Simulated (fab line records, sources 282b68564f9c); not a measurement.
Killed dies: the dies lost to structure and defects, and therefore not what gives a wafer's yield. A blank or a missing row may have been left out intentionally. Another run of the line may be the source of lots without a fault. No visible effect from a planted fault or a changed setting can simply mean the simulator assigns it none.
Problem report in the 8D (eight disciplines) form, filled by code || flow rit_cmos || the parts of the form that need people (team, actions taken, sign-off) are left out

## 1. PROBLEM STATEMENT
RIT_CONTACT_ETCH_11, rf_fwd_power_W: mean 119.6 W over 1 wafer from 1 lot; wafers with no fault: 199.7 W, standard deviation 0.54. So: -99 or more standard deviations from the usual mean.
The step: etches SiO2 in CHF3/CF4/Ar, stops on TiSi2, target depth 480 nm, time 320 s.
Seen first at day 6 00:23 on rie_diel-04, wafer L793.4. Wafers with a number at this step in the record: 39, from 13 lots. The rule behind "out" and "out of limits": a value lying over 4 standard deviations away from the usual mean. Any other wafer with a number is counted as sound.

## 2. WHAT IT IS; WHAT IT IS NOT
{"question": "which readings at this step", "is": "rf_fwd_power_W", "is not": "drypump_motor_current_A, mfc_ar_sccm, oes_product_au, throttle_valve_pct"}
{"question": "which lots", "is": "L793", "is not": "L781, L782, L783, L785, L786, L787, L788, L791, L792, L800, L801, L803"}
{"question": "which wafers of those lots", "is": "L793.4", "is not": "L793.2, L793.3"}
{"question": "read on which tools", "is": "rie_diel-04", "is not": "rie_diel-02, rie_diel-03"}
{"question": "when", "is": "from day 6 00:23", "is not": "up to then (29 sound wafers); but 9 sound wafers of L800, L801, L803 came after"}

## 3. WHAT RULES OUT EACH SUSPECT
Counting: if a tool at a process step up to the reading ran every lot that is out, it stays a suspect. Sound lots after the first of them don't rule it out here, since some wafers of a struck lot are sound.
- rtp_anneal-01 at RIT_SILICIDE_RTA_06 (time 10 s, ramp up 5 s, ramp down 10 s): kept. It ran the lot that is out, L793 (day 5 22:50); its last sound lot up to then is L791 (day 5 13:37).
- rie_diel-04 at RIT_CONTACT_ETCH_11 (etches SiO2 in CHF3/CF4/Ar, stops on TiSi2, target depth 480 nm, time 320 s): kept. It ran the lot that is out, L793 (day 6 00:23); its last sound lot up to then is L792 (day 5 17:47). Its own rf_fwd_power_W readings are out on those wafers.
- At RIT_CONTACT_ETCH_11, inside rie_diel-04: chamber 0 took the wafers that are out, while their sound lot-mates went through chambers 1, 2.
What counting leaves: rtp_anneal-01 at RIT_SILICIDE_RTA_06 and rie_diel-04 at RIT_CONTACT_ETCH_11.

## 4. THE CAUSE (what the simulator had put in)
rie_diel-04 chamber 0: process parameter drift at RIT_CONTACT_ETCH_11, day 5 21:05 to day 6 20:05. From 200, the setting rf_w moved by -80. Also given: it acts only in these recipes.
Counting leaves 2 suspects; this tool is one of them.

## 5. THE CHAIN OF EFFECTS, in route order
One row per reading whose mean, taken over the struck wafers that have a number, lies over 3 standard deviations from the usual. Only readings for which the record gives a usual standard deviation are gone through. hours: the time from each lot's start at the first step in this table that gives one to its start at this step, as a median over the lots. sigmas: the change in usual standard deviations.
{"hours": 0, "step": "RIT_CONTACT_ETCH_11", "reading": "rf_fwd_power_W", "usual": "199.7 W", "on struck wafers": 119.6, "change": -80.1, "sigmas": "-99 or more"}
{"hours": 5, "step": "RIT_M1_PROBE_99", "reading": "killed_at_contacts", "usual": 0.1, "on struck wafers": 258.0, "change": "+257.9", "sigmas": "+99 or more"}
{"hours": 5, "step": "RIT_M1_PROBE_99", "reading": "killed_dies", "usual": 7, "on struck wafers": 264, "change": "+257", "sigmas": "+78"}
{"hours": 5, "step": "RIT_M1_PROBE_99", "reading": "killed_on_rim", "usual": 2.2, "on struck wafers": 70.0, "change": "+67.8", "sigmas": "+48"}
It contains these process steps:
- RIT_CONTACT_ETCH_11: etches SiO2 in CHF3/CF4/Ar, stops on TiSi2, target depth 480 nm, time 320 s.
- RIT_M1_PROBE_99

## 6. WHAT WOULD HAVE CAUGHT IT SOONER
3 hours passed between the start of the fault at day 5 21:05 and the first reading out of limits in this record, taken at day 6 00:23.
